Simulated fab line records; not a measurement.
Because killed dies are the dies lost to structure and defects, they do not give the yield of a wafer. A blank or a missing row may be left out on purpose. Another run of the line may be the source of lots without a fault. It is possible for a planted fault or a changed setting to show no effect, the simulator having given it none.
Problem report in the 8D (eight disciplines) form, filled by code / flow berkeley-cmos170 / the parts of the form that need people (team, actions taken, sign-off) are left out

1. THE PROBLEM
At UCB170_PLDD_IMPLANT_08, beam-energy-keV averages 9.348 over 6 wafers from 2 lots, while fault-free wafers read 10.001, standard deviation 0.003. That is -99 or more standard deviations from the usual mean.
First observed at day 11 07:59: wafer L388.3, on implanter-03. The record has a number at this step for 18 wafers belonging to 6 lots. By rule, "out" or "out of limits" means more than 4 standard deviations away from the usual mean. All remaining wafers that have a number are taken as sound.

2. WHAT IT IS, WHAT IT ISN'T
question=which readings at this step; is=beam-energy-keV; is not=-
question=which lots; is=L388, L389; is not=L367, L377, L378, L379
question=which wafers of those lots; is=all that have a number; is not=-
question=read on which tools; is=implanter-03; is not=implanter-01, implanter-04
question=when; is=from day 11 07:59; is not=up to then (12 sound wafers)

3. WHAT RULES OUT EACH SUSPECT
Counting: a tool at a process step up to the reading stays a suspect if it ran every lot that is out and no sound lot after the first of them.
- rie-si-01 at UCB170_GATE_ETCH_15 (etches poly-Si in HBr/Cl2, stops on SiO2, time 56.3 s, target depth 278.2 nm): kept. All lots that are out passed through it, beginning with L388 at day 11 06:25, and no sound lot followed; its final sound lot before that point was L379 at day 9 01:40.
- implanter-03 at UCB170_PLDD_IMPLANT_08: kept. All lots that are out passed through it, beginning with L388 at day 11 07:59, and no sound lot followed; its final sound lot before that point was L367 at day 6 01:22. Its own beam-energy-keV readings are out on those wafers.
After counting, rie-si-01 at UCB170_GATE_ETCH_15 and implanter-03 at UCB170_PLDD_IMPLANT_08 remain.

4. THE CAUSE (what the simulator had put in)
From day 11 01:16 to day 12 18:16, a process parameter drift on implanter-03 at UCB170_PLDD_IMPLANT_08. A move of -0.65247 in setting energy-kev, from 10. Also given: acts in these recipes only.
Counting leaves 2 suspects; this tool is one of them.

5. THE EFFECT CHAIN, in route order
Each row: a reading whose mean over the struck wafers that have a number lies more than 3 standard deviations from the usual. Scope: only readings with a usual standard deviation given in the record; hours: median across lots of the time from each lot's start at the first step in this table that gives one to its start at this step; sigmas: change in usual standard deviations.
hours=0; step=UCB170_PLDD_IMPLANT_08; reading=beam-energy-keV; usual=10.001; on struck wafers=9.348; change=-0.653; sigmas=-99 or more
hours=0; step=UCB170_PLDD_IMPLANT_08; reading=beam-on-s; usual=10.3 s; on struck wafers=11.8; change=+1.5; sigmas=+3.7
hours=0; step=UCB170_PLDD_IMPLANT_08; reading=faraday-current-uA; usual=154; on struck wafers=135; change=-19; sigmas=-3.2
The process steps in it:
- UCB170_PLDD_IMPLANT_08

6. WHAT WOULD HAVE CAUGHT IT SOONER
First out-of-limits reading in this record: day 11 07:59, which is 7 hours after fault onset at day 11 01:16.
